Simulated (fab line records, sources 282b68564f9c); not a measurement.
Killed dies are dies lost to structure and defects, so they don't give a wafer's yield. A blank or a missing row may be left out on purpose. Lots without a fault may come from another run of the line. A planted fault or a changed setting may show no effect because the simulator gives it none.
Chamber matching | flow rit_cmos | RIT_GATE_ETCH_19 on rie_si-01: 4 sister chambers
The step etches poly-Si in SF6/CHF3/O2, stops on SiO2, time 165 s, target depth 312.5 nm. 7 wafers are shown with their chamber, then 8 later ones without.

WAFERS WITH THEIR CHAMBER
wafer  | chamber | throttle_valve_pct (%) | oes_product_au (a.u.)
L492.3 | 0       | 10.00                  | 0.855
L498.5 | 1       | 10.31                  | 0.862
L498.6 | 2       | 10.29                  | 0.868
L500.2 | 3       | 10.09                  | 0.846
L500.3 | 2       | 10.28                  | 0.864
L500.6 | 3       | 10.08                  | 0.846
L502.3 | 1       | 10.31                  | 0.867

WAFERS WITHOUT THEIR CHAMBER
wafer  | throttle_valve_pct (%) | oes_product_au (a.u.)
L502.4 | 9.99                   | 0.826
L502.6 | 10.30                  | 0.865
L512.4 | 10.29                  | 0.868
L512.5 | 9.97                   | 0.837
L512.6 | 10.09                  | 0.841
L514.1 | 10.07                  | 0.840
L514.3 | 10.28                  | 0.860
L514.4 | 10.31                  | 0.863

WHICH CHAMBER EACH WENT THROUGH
wafer  | from the rows above     | in truth
L502.4 | 0                       | 0
L502.6 | can't be placed: 1 or 2 | 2
L512.4 | 2                       | 2
L512.5 | 0                       | 0
L512.6 | 3                       | 3
L514.1 | 3                       | 3
L514.3 | 2                       | 2
L514.4 | 1                       | 1
Placed correctly: 7 of 8. Can't be placed from these rows: 1 (the true chamber is among the candidates in 1). Placed wrongly: 0.
How it was worked out, from the rows above alone: a wafer's distance from a chamber is the root of the sum, over the readings, of the square of ((its reading less the chamber's mean) divided by the reading's scatter). The wafer belongs to the nearest chamber; if the next one is less than 2 further off, it can't be placed. A chamber's mean is the mean of its shown wafers. The scatter: the root of (the sum of the squares of (reading less its chamber's mean) over the shown wafers, divided by (wafers less chambers)).
